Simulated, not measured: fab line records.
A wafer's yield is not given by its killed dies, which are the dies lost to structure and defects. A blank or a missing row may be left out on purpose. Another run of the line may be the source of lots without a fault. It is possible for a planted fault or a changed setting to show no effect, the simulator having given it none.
Struck lot and sound lot, side by side :: flow rit cmos :: 17 out of 202 route steps
Sound: wafers L989.1, L989.2, L989.4. The struck wafers were L992.2, L992.3, L992.4. The cause is named last.
For every step that has rows: the tool of each side, followed by ch and its chambers, followed by its first start. Under that, the readings that differ: sound wafers :: struck wafers :: difference of the means :: sigmas: that difference in standard deviations of wafers without a fault.
alike: readings whose means differ by less than 2 such deviations, and words and numbers that are the same on both sides. not compared: withheld readings, readings that some wafer has no value for, bounds like >300 that may hide the same value, and numbers for which the record gives no deviation and whose values overlap.
A row with sigmas, a row that says differs or no value, or rows on one side alone: a step with any of these is where the two part. Numbers that have no deviation but don't overlap get no sigmas and don't part them. A reading that every wafer of one side lacks parts them only if that side has two wafers or more.

RIT_FOX2_THK_MEAS_01:
  sound: film metro-04 at day 2 19:28; struck: film metro-03 at day 3 12:02
  alike: FOX2_OXIDE_THK
then, 2 steps without rows for these wafers: RIT_FOX2_CLEAN_02 (cleans in dHF, time 180 s); RIT_FOX2_WET_ETCH_03 (etches Si3N4 in H3PO4, target depth 195 nm, time 2700 s).
RIT_FOX2_THK_MEAS_90:
  sound: film metro-03 at day 2 20:21; struck: film metro-04 at day 3 12:58
  alike: FIELD_OXIDE_LEFT_1_THK
then, 6 steps without rows for these wafers: RIT_NWELL_HMDS_00 (prime time 60 s); RIT_NWELL_COAT_01 (resist thk 1300 nm); RIT_NWELL_SOFTBAKE_02 (time 60 s); RIT_NWELL_EXPOSE_03 (exposes mask M2, target cd 43900 nm); RIT_NWELL_PEB_04; RIT_NWELL_DEVELOP_05 (develop time 68 s).
RIT_NWELL_OVL_MEAS_06:
  sound: overlay-02 at day 2 21:19; struck: overlay-02 at day 3 14:02
  alike: NWELL_OVL
then, 1 step without rows for these wafers: RIT_NWELL_HARDBAKE_07 (time 120 s).
RIT_NWELL_IMPLANT_08:
  sound on implanter-01 ch 0, day 2 21:37; struck on implanter-01 ch 0, day 3 14:20
reading: beam energy keV
sound: 170.05 170.06 169.96
struck: 179.85 179.85 179.86
difference: +9.83
sigmas: +99 or more

reading: model.implant.rp nm (nm)
sound: 212.1 212.1 212.1
struck: 227.7 227.7 227.7
difference: +15.6
sigmas: 

reading: model.implant.drp nm (nm)
sound: 68.82 68.82 68.82
struck: 71.79 71.79 71.79
difference: +2.97
sigmas: 
  alike: beam on s, end station pressure torr
RIT_NWELL_STRIP_09: strips in O2, time 180 s.
  sound on plasma asher-01 ch 0,1, day 2 21:46; struck on plasma asher-04 ch 0,1, day 3 14:28
  alike: drypump motor current A
  not compared: rf hours counter h
RIT_NWELL_TW_MEAS_10:
  sound: film metro-03 at day 2 21:56; struck: film metro-04 at day 3 14:39
reading: NWELL_TW
sound: 2151 2158 2142
struck: 2193 2191 2184
difference: +39
sigmas: +4
then, 1 step without rows for these wafers: RIT_PWELL_HMDS_00 (prime time 60 s).
RIT_M1_PROBE_99:
  sound: prober-01 at day 4 09:38; struck: prober-02 at day 5 03:24
reading: model.etest.field p metal.vt v (V)
sound: -29.34 -29.02 -29.32
struck: -30.91 -30.73 -31.06
difference: -1.67
sigmas: 

reading: model.etest.field p.vt v (V)
sound: -12.73 -12.76 -12.72
struck: -13.95 -13.82 -13.79
difference: -1.12
sigmas: 

reading: model.etest.pmos narrow.vt less v (V)
sound: 0.02312 0.02368 0.02249
struck: 0.01904 0.01905 0.01701
difference: -0.00473
sigmas: 
  alike: killed at contacts, killed at front end, killed dies, killed open, killed short

## WHERE THEY PART
At RIT_NWELL_IMPLANT_08 first; at RIT_NWELL_TW_MEAS_10 last (within this record only). Later steps at which nothing parts them and some readings are alike: RIT_M1_PROBE_99.

WHY: whatever the simulator had introduced
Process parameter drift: implanter-01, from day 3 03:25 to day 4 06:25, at RIT_NWELL_IMPLANT_08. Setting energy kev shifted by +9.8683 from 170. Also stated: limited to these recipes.
